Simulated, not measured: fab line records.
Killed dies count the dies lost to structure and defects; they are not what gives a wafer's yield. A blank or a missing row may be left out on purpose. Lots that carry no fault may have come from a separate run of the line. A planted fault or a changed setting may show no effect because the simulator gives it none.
Comparing a struck lot with a sound one ; flow rit_cmos ; 16 steps out of a route of 202
Sound: the wafers L337.2, L337.4, L337.5. Struck: wafer L351.1 (L351.2, L351.5, from the same lot, were not struck and are left out); the cause is given at the end.
At each step with rows: each side's tool, then ch and its chambers, then its first start. Under that, the readings that differ: sound wafers ; struck wafers ; difference of the means ; sigmas: that difference in standard deviations of wafers without a fault.
alike: readings with means less than 2 such deviations apart, plus words and numbers identical on both sides. not compared: withheld readings, readings lacking a value on some wafer, bounds such as >300 that could conceal the same value, and numbers that have no deviation in the record and whose values overlap.
Wherever a step has rows on one side only, a row that says differs or no value, or a row with sigmas, the two part there. When numbers do not overlap yet have no deviation, they are printed without sigmas and do not part them. Lack of a reading on every wafer of one side parts them only where that side has two or more wafers.

RIT_SDANNEAL_RTA_03: time 5 s.
  sound on rtp_anneal-01 ch 0, day 4 09:14; struck on rtp_anneal-01 ch 0, day 6 21:14
  alike: ramp_down_c_per_s, wafer_temp_C_max
RIT_SDANNEAL_RS_MEAS_04: the measuring method here is four-point-probe.
  sound on film_metro-03, day 4 09:19; struck on film_metro-03, day 6 21:18
reading;sound;struck;difference;sigmas
PSD_RS (ohm/sq);115.29 115.67 115.75;116.26;+0.69;+3
RIT_SDANNEAL_RS_MEAS_05: the measuring method here is four-point-probe.
  sound on film_metro-03, day 4 09:26; struck on film_metro-03, day 6 21:25
  alike: NSD_RS
RIT_SDANNEAL_RS_MEAS_06: the measuring method here is four-point-probe.
  sound on film_metro-03, day 4 09:33; struck on film_metro-03, day 6 21:32
  alike: PLDD_RS
RIT_SDANNEAL_RS_MEAS_07: the measuring method here is four-point-probe.
  sound on film_metro-03, day 4 09:40; struck on film_metro-03, day 6 21:40
  alike: NLDD_RS
then, 1 step without rows for these wafers: RIT_SILICIDE_WET_ETCH_00 (etches SiO2 in BOE, target depth 14 nm, time 15 s).
RIT_SILICIDE_SPUTTER_01: material Ti, target thk 30 nm, time 240 s.
  sound on pvd_sputter-01, day 4 09:47; struck on pvd_sputter-01, day 6 21:47
  alike: throttle_valve_pct
RIT_SILICIDE_RS_MEAS_02: the measuring method here is four-point-probe.
  sound on film_metro-01, day 4 09:57; struck on film_metro-02, day 6 21:56
  alike: SILICIDE_TI_RS
RIT_SILICIDE_THK_MEAS_03: measures by xrf.
  sound on film_metro-01, day 4 10:04; struck on film_metro-02, day 6 22:04
reading;sound;struck;difference;sigmas
SILICIDE_TI_THK (nm);30.0 30.0 30.0;30.8;+0.8;+2
RIT_SILICIDE_RTA_04: time 10 s, ramp up 5 s, ramp down 5 s.
  sound on rtp_anneal-02 ch 0, day 4 10:08; struck on rtp_anneal-02 ch 0, day 6 22:07
  alike: wafer_temp_C_max
then, 1 step without rows for these wafers: RIT_SILICIDE_WET_ETCH_05 (etches Ti in SPM, time 120 s).
RIT_SILICIDE_RTA_06: time 10 s, ramp up 5 s, ramp down 10 s.
  sound on rtp_anneal-01 ch 0, day 4 10:14; struck on rtp_anneal-01 ch 0, day 6 22:14
  alike: wafer_temp_C_max
RIT_CONTACT_CVD_00: deposits SiO2 from TEOS, target thk 400 nm, time 61 s.
  sound on pecvd-02 ch 0,1,2, day 4 10:17; struck on pecvd-02 ch 1, day 6 22:18
  alike: heater_power_w
RIT_CONTACT_THK_MEAS_01:
  sound on film_metro-02, day 4 10:21; struck on film_metro-03, day 6 22:21
reading;sound;struck;difference;sigmas
CONTACT_TEOS_THK (nm);396 400 400;368;-31;-7
then, 1 step without rows for these wafers: RIT_CONTACT_HMDS_02 (prime time 60 s).
RIT_M1_PROBE_99:
  the record has rows for the sound wafers here (prober-01, day 4 17:17) and none for the struck ones

== WHERE THEY PART ==
Earliest at RIT_SDANNEAL_RS_MEAS_04; latest, in this record, at RIT_M1_PROBE_99.

WHY: whatever the simulator had introduced
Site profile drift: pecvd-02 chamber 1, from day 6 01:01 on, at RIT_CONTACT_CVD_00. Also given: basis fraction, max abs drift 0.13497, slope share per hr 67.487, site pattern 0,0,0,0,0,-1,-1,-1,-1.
